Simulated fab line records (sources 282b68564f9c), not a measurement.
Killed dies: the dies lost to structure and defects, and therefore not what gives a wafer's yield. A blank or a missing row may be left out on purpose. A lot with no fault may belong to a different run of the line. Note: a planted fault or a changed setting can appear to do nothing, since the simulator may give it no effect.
fab line records ; flow rit-cmos
record lots=6; wafers=18; last-day=7
route steps=202 shown NSD@133 PSD@142 M1@202
lots with no fault: from the same line, run without faults
start-h: hours from the record's first day to the start of the lot's first wafer shown ; wait-h: how many hours have passed since the lot's step before this one ; " identical to the entry in the row above ; L1.1+2: one row covering several wafers at once ; - value missing, or start not given ; * or withheld: withheld ; < > ~ a bound
route shown NAME@n: NAME is a module with steps in the file, n the number in the route of the first one ; usual: mean/standard deviation taken from wafers without a fault ; same: alike in all rows ; chamber/n: place in a boat ; sites: readings site by site ; _std_site: the values' standard deviation ; _edge_site: outer sites' mean less inner sites' ; radius-mm: for every site, how far away it sits from the centre of the wafer ; mask NAME#n: copy n ; behind: the most recent tool/chamber to have shaped the wafer ; hold: reason for holding the lot/hours on hold/outcome of the hold ; device: names the non-switching transistor (n, p or np) ; end of line: the same wafers' tests at the end of the route ; a step given without rows: its recipe and nothing more ; killed: not the wafer's yield, but the dies lost to structure and defects at the first sort ; map: dies across one wafer; x = killed, . = not, _ = none there
set.NAME: the setting as run; set.NAME@STEP: as run at that earlier step ; model.NAME: the simulator's own value behind a step, which no gauge read
lots at some steps of the route; a table a step, a row a wafer
services: from which hour (start-h, from the record's first day; less than 0 if before it) a tool's chamber was out of use, for how many hours, and why
## steps
# step RIT_NSD_SOFTBAKE_02
# recipe resist=NOVOLAK; temp-c=90; time-s=60
# step RIT_NSD_EXPOSE_03
# recipe mask-id=M9; na=0.57; target-cd-nm=40700; dose-mj=250
# step RIT_NSD_PEB_04
# recipe resist=NOVOLAK; temp-c=withheld; time-s=withheld
# step RIT_NSD_DEVELOP_05
# recipe resist=NOVOLAK; develop-time-s=50; dev-temp-c=23
# step RIT_NSD_OVL_MEAS_06
# usual NSD_OVL=-1.4/1.3
lot.wafer;tool;chamber;start-h;wait-h;NSD_OVL[nm]
L492.2;overlay-01;-;74.14;-;-3.1
L492.3;overlay-01;-;74.14;-;-1.9
L492.6;overlay-01;-;74.14;-;-1.8
L493.2;overlay-01;-;78.39;-;-2.2
L493.3;overlay-01;-;78.39;-;-1.9
L493.4;overlay-01;-;78.39;-;-3.6
L502.1;overlay-02;-;124.98;-;-2.7
L502.2;overlay-02;-;124.98;-;-0.2
L502.6;overlay-02;-;124.98;-;-2.2
L504.3;overlay-01;-;133.98;-;-2.4
L504.4;overlay-01;-;133.98;-;-0.4
L504.6;overlay-01;-;133.98;-;-0.8
L506.1;overlay-02;-;144.53;-;-1.0
L506.2;overlay-02;-;144.53;-;-1.4
L506.3;overlay-02;-;144.53;-;0.6
L510.1;overlay-02;-;168.05;-;-1.3
L510.4;overlay-02;-;168.05;-;-0.2
L510.5;overlay-02;-;168.05;-;0.7
# step RIT_NSD_HARDBAKE_07
# recipe resist=NOVOLAK; temp-c=140; time-s=60
# step RIT_NSD_IMPLANT_08
# recipe species=P; energy-kev=25; dose-cm2=1e+15; tilt-deg=7
# step RIT_NSD_STRIP_09
# recipe chemistry=O2; time-s=180; resist=NOVOLAK; platen-temp-c=withheld; power-w=500; pressure-mtorr=4000; o2-flow-sccm=4000
# usual drypump-motor-current-A=5.7/0.43; rf-refl-power-W=5.5/1.4
lot.wafer;tool;chamber;start-h;wait-h;drypump-motor-current-A;rf-hours-counter-h;rf-refl-power-W
L492.2;plasma-asher-04;1;74.47;0.1;6.0;43;4.2
L492.3;plasma-asher-04;0;74.47;0.1;5.3;-;5.5
L492.6;plasma-asher-04;1;74.47;0.1;6.0;-;4.3
L493.2;plasma-asher-04;1;78.72;0.1;6.0;43;4.2
L493.3;plasma-asher-04;0;78.72;0.1;5.3;-;5.2
L493.4;plasma-asher-04;1;78.72;0.1;6.0;-;4.1
L502.1;plasma-asher-02;1;125.32;0.1;5.2;1;9.7
L502.2;plasma-asher-02;0;125.32;0.1;6.2;1;5.5
L502.6;plasma-asher-02;1;125.32;0.1;5.3;-;9.6
L504.3;plasma-asher-01;0;134.37;0.1;6.2;-;6.2
L504.4;plasma-asher-01;1;134.37;0.1;5.1;-;6.5
L504.6;plasma-asher-01;0;134.37;0.1;6.1;-;6.0
L506.1;plasma-asher-04;0;144.87;0.1;5.3;51;5.6
L506.2;plasma-asher-04;1;144.87;0.1;6.0;51;4.0
L506.3;plasma-asher-04;1;144.87;0.1;6.0;-;4.3
L510.1;plasma-asher-02;1;168.39;0.1;5.2;5;9.0
L510.4;plasma-asher-02;0;168.39;0.1;6.2;-;5.4
L510.5;plasma-asher-02;1;168.39;0.1;5.3;-;9.3
# step RIT_NSD_TW_MEAS_10
# usual NSD_TW=3117/15
lot.wafer;tool;chamber;start-h;wait-h;NSD_TW
L492.2;film-metro-01;-;74.65;0.1;3115
L492.3;film-metro-01;-;74.65;0.1;3101
L492.6;film-metro-01;-;74.65;0.1;3115
L493.2;film-metro-01;-;78.90;0.1;3089
L493.3;film-metro-01;-;78.90;0.1;3102
L493.4;film-metro-01;-;78.90;0.1;3109
L502.1;film-metro-04;-;125.49;0.1;3095
L502.2;film-metro-04;-;125.49;0.1;3104
L502.6;film-metro-04;-;125.49;0.1;3100
L504.3;film-metro-01;-;134.50;0.1;3131
L504.4;film-metro-01;-;134.50;0.1;3123
L504.6;film-metro-01;-;134.50;0.1;3118
L506.1;film-metro-02;-;145.04;0.1;3156
L506.2;film-metro-02;-;145.04;0.1;3137
L506.3;film-metro-02;-;145.04;0.1;3140
L510.1;film-metro-02;-;168.56;0.1;3127
L510.4;film-metro-02;-;168.56;0.1;3113
L510.5;film-metro-02;-;168.56;0.1;3128
# step RIT_PSD_HMDS_00
# recipe prime-time-s=60; prime-temp-c=140
# step RIT_PSD_COAT_01
# recipe resist=NOVOLAK; spin-rpm=3250; resist-thk-nm=1000
# step RIT_PSD_SOFTBAKE_02
# recipe resist=NOVOLAK; temp-c=90; time-s=60
# step RIT_PSD_EXPOSE_03
# recipe mask-id=M10; na=0.57; target-cd-nm=40900; dose-mj=250
lot.wafer;tool;chamber;start-h;wait-h;mask;model.PSD.overlay-x-nm
L492.2+3+6;iline-stepper-02;0;75.17;0.1;M10#0;-0.22
L493.2+3+4;iline-stepper-02;0;79.42;0.1;M10#0;-0.1596
L502.1+2+6;iline-stepper-01;0;126.13;0.2;M10#0;-0.1892
L504.3+4+6;iline-stepper-02;0;135.16;0.2;M10#0;129.6
L506.1+2+3;iline-stepper-01;0;145.55;0.1;M10#0;0.03055
L510.1+4+5;iline-stepper-02;0;169.28;0.3;M10#0;129.6
# step RIT_PSD_PEB_04
# recipe resist=NOVOLAK; temp-c=withheld; time-s=withheld
# step RIT_PSD_DEVELOP_05
# recipe resist=NOVOLAK; develop-time-s=50; dev-temp-c=23
# step RIT_PSD_OVL_MEAS_06
# usual PSD_OVL=-1.3/1.6
lot.wafer;tool;chamber;start-h;wait-h;PSD_OVL[nm]
L492.2;overlay-01;-;75.56;-;-1.9
L492.3;overlay-01;-;75.56;-;-2.9
L492.6;overlay-01;-;75.56;-;-0.7
L493.2;overlay-01;-;79.81;-;-3.4
L493.3;overlay-01;-;79.81;-;-2.1
L493.4;overlay-01;-;79.81;-;-3.2
L502.1;overlay-02;-;126.74;-;-0.9
L502.2;overlay-02;-;126.74;-;2.0
L502.6;overlay-02;-;126.74;-;-1.6
L504.3;overlay-01;-;135.53;-;126.3
L504.4;overlay-01;-;135.53;-;128.6
L504.6;overlay-01;-;135.53;-;127.9
L506.1;overlay-02;-;145.95;-;-0.8
L506.2;overlay-02;-;145.95;-;1.6
L506.3;overlay-02;-;145.95;-;1.3
L510.1;overlay-02;-;169.71;-;128.0
L510.4;overlay-02;-;169.71;-;129.6
L510.5;overlay-02;-;169.71;-;125.7
# step RIT_PSD_HARDBAKE_07
# recipe resist=NOVOLAK; temp-c=140; time-s=60
# step RIT_M1_PROBE_99
# usual killed_at_M0_to_M3=0.0/0.18; killed-at-contacts=0.1/0.32; killed-at-front-end=7/3; killed-dies=7/3.1; killed-open=3.3/1.8; killed-short=3.6/2
# same gross-dies=264; killed_at_M4_up=0; killed-at-back-side=0; killed-at-other=0
lot.wafer;tool;chamber;start-h;wait-h;killed_at_M0_to_M3;killed-at-contacts;killed-at-front-end;killed-dies;killed-open;killed-short;model.etest.select-edge-diode-p.leak-log10-a
L492.2;prober-02;-;84.50;0.1;0;0;8;8;3;5;-10.34
L492.3;prober-02;-;84.55;0.2;0;0;4;4;1;3;-10.51
L492.6;prober-02;-;84.70;0.2;0;0;5;5;3;2;-10.33
L493.2;prober-01;-;89.04;0.1;0;0;5;5;2;3;-10.46
L493.3;prober-01;-;89.09;0.2;0;0;2;2;1;1;-10.2
L493.4;prober-01;-;89.14;0.2;0;0;6;6;1;5;-10.33
L502.1;prober-02;-;135.31;0.1;0;0;4;4;2;2;-10.55
L502.2;prober-02;-;135.36;0.1;0;0;2;2;1;1;-10.42
L502.6;prober-02;-;135.56;0.2;0;0;7;7;4;3;-10.44
L504.3;prober-02;-;144.18;0.2;0;0;2;2;0;2;-10.03
L504.4;prober-02;-;144.23;0.2;0;0;9;9;5;4;-9.918
L504.6;prober-02;-;144.33;0.2;0;1;13;14;6;8;-9.955
L506.1;prober-02;-;154.59;0.1;0;0;7;7;1;6;-10.37
L506.2;prober-02;-;154.64;0.1;0;0;5;5;4;1;-10.62
L506.3;prober-02;-;154.69;0.2;1;0;4;5;2;3;-10.49
L510.1;prober-02;-;178.57;0.1;0;0;11;11;5;6;-9.808
L510.4;prober-02;-;178.72;0.2;0;0;4;4;1;3;-9.806
L510.5;prober-02;-;178.77;0.2;0;0;9;9;3;6;-10.19
# killed by level:class
L492.2 GATE:geometric-particle:open=3 GATE:geometric-particle:short=3 REOX:geometric-particle:short=1 SILICIDE:geometric-particle:short=1
L492.3 REOX:geometric-particle:short=2 GATE:geometric-particle:open=1 GATE:geometric-particle:short=1
L492.6 GATE:geometric-particle:open=2 FOX1:geometric-particle:short=1 GATE:geometric-particle:short=1 SILICIDE:geometric-particle:open=1
L493.2 SILICIDE:geometric-particle:short=2 GATE:geometric-particle:open=1 GATE:geometric-particle:short=1 REOX:geometric-particle:open=1
L493.3 GATE:geometric-particle:short=1 GATE:geometric-particle:open=1
L493.4 GATE:geometric-particle:short=4 GATE:geometric-particle:open=1 REOX:geometric-particle:short=1
L502.1 FOX1:geometric-particle:short=2 GATE:geometric-particle:open=1 SPACER:geometric-particle:open=1
L502.2 GATE:geometric-particle:short=1 GATE:geometric-particle:open=1
L502.6 GATE:geometric-particle:open=2 ACTIVE:geometric-particle:short=1 REOX:geometric-particle:open=1 REOX:geometric-particle:short=1 SPACER:geometric-particle:short=1 SILICIDE:geometric-particle:open=1
L504.3 SPACER:geometric-particle:short=1 SILICIDE:geometric-particle:short=1
L504.4 SILICIDE:geometric-particle:short=3 SILICIDE:geometric-particle:open=3 FOX1:geometric-particle:open=1 FOX1:geometric-particle:short=1 REOX:geometric-particle:open=1
L504.6 GATE:geometric-particle:open=4 GATE:geometric-particle:short=4 FOX1:geometric-particle:short=1 REOX:geometric-particle:short=1 REOX:geometric-particle:open=1 SILICIDE:geometric-particle:open=1 SILICIDE:geometric-particle:short=1 CONTACT:geometric-particle:short=1
L506.1 FOX1:geometric-particle:short=3 GATE:geometric-particle:short=2 GATE:geometric-particle:open=1 SILICIDE:geometric-particle:short=1
L506.2 SILICIDE:geometric-particle:open=2 FOX1:geometric-particle:open=1 GATE:geometric-particle:open=1 SILICIDE:geometric-particle:short=1
L506.3 FOX1:geometric-particle:open=2 GATE:geometric-particle:short=2 M1:geometric-particle:short=1
L510.1 REOX:geometric-particle:short=3 GATE:geometric-particle:short=2 REOX:geometric-particle:open=2 SILICIDE:geometric-particle:open=2 GATE:geometric-particle:open=1 SILICIDE:geometric-particle:short=1
L510.4 FOX1:geometric-particle:short=1 GATE:geometric-particle:short=1 SILICIDE:geometric-particle:short=1 SILICIDE:geometric-particle:open=1
L510.5 FOX1:geometric-particle:short=4 SILICIDE:geometric-particle:open=2 GATE:geometric-particle:short=1 REOX:geometric-particle:open=1 SILICIDE:geometric-particle:short=1
## services
tool;chamber;start-h;hours;kind
iline-stepper-02;0;58.50;-;calibration
plasma-asher-04;-;66.74;3.4;repair
iline-stepper-01;-;90.75;4.4;pm
iline-stepper-02;-;97.09;1.7;pm
plasma-asher-02;-;108.75;9.0;pm
plasma-asher-02;0;108.75;9.0;vent-cycle
plasma-asher-02;1;108.75;9.0;vent-cycle
plasma-asher-02;0;117.75;-;clean
plasma-asher-02;1;117.75;-;clean
plasma-asher-04;-;155.19;0.7;repair
## key
first-sign step=RIT_PSD_OVL_MEAS_06; reading=PSD_OVL; direction=up; sigmas=82; usual=-1.3; struck=127.7
effect none on later readings
model-effect step=RIT_PSD_EXPOSE_03; value=PSD.overlay-x-nm; without=-0.4137; struck=129.6
model-effect step=RIT_M1_PROBE_99; value=etest.select-edge-diode-p.leak-log10-a; without=-10.36; struck=-9.95
met-at RIT_PSD_EXPOSE_03
struck-wafers L504.3,L504.4,L504.6,L510.1,L510.4,L510.5
tester-left-out L504,L510
onset-between 79.42 135.16
fault kind=scanner-matching-overlay; tool=iline-stepper-02; chamber=-; onset-h=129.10; steps=RIT_PSD_EXPOSE_03; offset=130
# tester-left-out: of these lots the tester's yield and bins aren't shown, on N5 and GAA mostly nor the transistor test; their killed dies are dies lost to structure and defects alone, not to doping, threshold or leakage, so they don't give the yield
